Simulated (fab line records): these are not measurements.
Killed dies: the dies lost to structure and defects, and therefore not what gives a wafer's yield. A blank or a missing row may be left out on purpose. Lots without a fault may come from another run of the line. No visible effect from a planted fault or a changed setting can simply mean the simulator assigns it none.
Tool commonality check ; flow berkeley_cmos170 ; 14 lots, 42 wafers sampled

## WHY THIS WAS OPENED
Of 14 lots, 2 have the reading M2_AL_RS flagged at UCB170_M2_RS_MEAS_02. Wafers without a fault read 0.03237 ohm/sq, standard deviation 0.00029.
Rule: a lot is flagged when every wafer of it that has a number lies more than 4 standard deviations from that mean, or none has a number. All remaining lots are regarded as sound.

lot;measured;on;M2_AL_RS (ohm/sq), wafer by wafer;flag
L546;day 8 20:35;film_metro-01;0.0322 0.03213 0.03204;
L551;day 9 10:20;film_metro-03;0.03252 0.03223 0.03241;
L552;day 9 10:35;film_metro-01;0.03223 0.03221 0.03242;
L550;day 9 10:43;film_metro-03;0.0323 0.03262 0.03265;
L548;day 9 10:52;film_metro-04;0.03249 0.03228 0.03219;
L549;day 9 11:11;film_metro-03;0.03236 0.03216 0.03269;
L554;day 10 06:22;film_metro-04;0.03191 0.03203 0.03204;
L556;day 11 01:52;film_metro-03;0.03228 0.03222 0.03241;
L560;day 11 08:59;film_metro-04;0.028 0.02802 0.02786;FLAGGED
L561;day 11 17:11;film_metro-03;0.02804 0.02823 0.02817;FLAGGED
L565;day 11 19:24;film_metro-04;0.03182 0.03241 0.03236;
L566;day 12 12:55;film_metro-04;0.03154 0.03203 0.03212;
L568;day 13 00:48;film_metro-01;0.03256 0.03229 0.03232;
L569;day 13 00:54;film_metro-04;0.03193 0.03224 0.03269;
The numbers of the flagged lots are 0.02805 ohm/sq on average: -0.00432 ohm/sq against the usual, or -15 standard deviations.

## LOT BY LOT: THE TOOL USED
The record holds 1 process step before the reading, out of a route of 331 steps. Cell contents, in order: the tool; ch with the chambers the sampled wafers went through; the start.
lot;flag;UCB170_M2_SPUTTER_01
L546;;pvd_sputter-04, day 8 20:31
L551;;pvd_sputter-03, day 9 10:16
L552;;pvd_sputter-01, day 9 10:30
L550;;pvd_sputter-04, day 9 10:38
L548;;pvd_sputter-03, day 9 10:47
L549;;pvd_sputter-01, day 9 11:06
L554;;pvd_sputter-04, day 10 06:16
L556;;pvd_sputter-03, day 11 01:44
L560;FLAGGED;pvd_sputter-03, day 11 08:52
L561;FLAGGED;pvd_sputter-03, day 11 16:49
L565;;pvd_sputter-04, day 11 19:18
L566;;pvd_sputter-04, day 12 12:49
L568;;pvd_sputter-01, day 13 00:42
L569;;pvd_sputter-04, day 13 00:49
These steps, and what they do:
- UCB170_M2_SPUTTER_01: material Al, target thk 900 nm, time 120 s.
- UCB170_M2_RS_MEAS_02: measures by four-point-probe.

## FLAGGED AGAINST TOTAL, ONE TOOL AT A TIME (gauges that did the reading follow at the end)
step;tool;lots run;flagged;share of the flagged lots;sound lots run after its first flagged lot
UCB170_M2_SPUTTER_01;pvd_sputter-01;3;0;none;-
UCB170_M2_SPUTTER_01;pvd_sputter-03;5;2;all;0
UCB170_M2_SPUTTER_01;pvd_sputter-04;6;0;none;-
UCB170_M2_RS_MEAS_02;film_metro-01;3;0;none;-
UCB170_M2_RS_MEAS_02;film_metro-03;5;1;some;0
UCB170_M2_RS_MEAS_02;film_metro-04;6;1;some;3 (L565,L566,L569)

## THE TABLE: WHAT IT ALLOWS
1 row of the table ran every flagged lot: pvd_sputter-03 at UCB170_M2_SPUTTER_01.
- pvd_sputter-03 at UCB170_M2_SPUTTER_01 ran 5 lots, 2 of them flagged. A fault beginning between L556 (day 11 01:44), its last sound lot, and L560 (day 11 08:52), its first flagged one, fits the data.
What remains is a single tool, pvd_sputter-03 at UCB170_M2_SPUTTER_01.

## WHAT THE SIMULATOR PUT IN
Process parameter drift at UCB170_M2_SPUTTER_01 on pvd_sputter-03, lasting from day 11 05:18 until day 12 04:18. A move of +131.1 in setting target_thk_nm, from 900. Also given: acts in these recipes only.
Shown lots that were struck: L560, L561. The rule above reached the same finding.
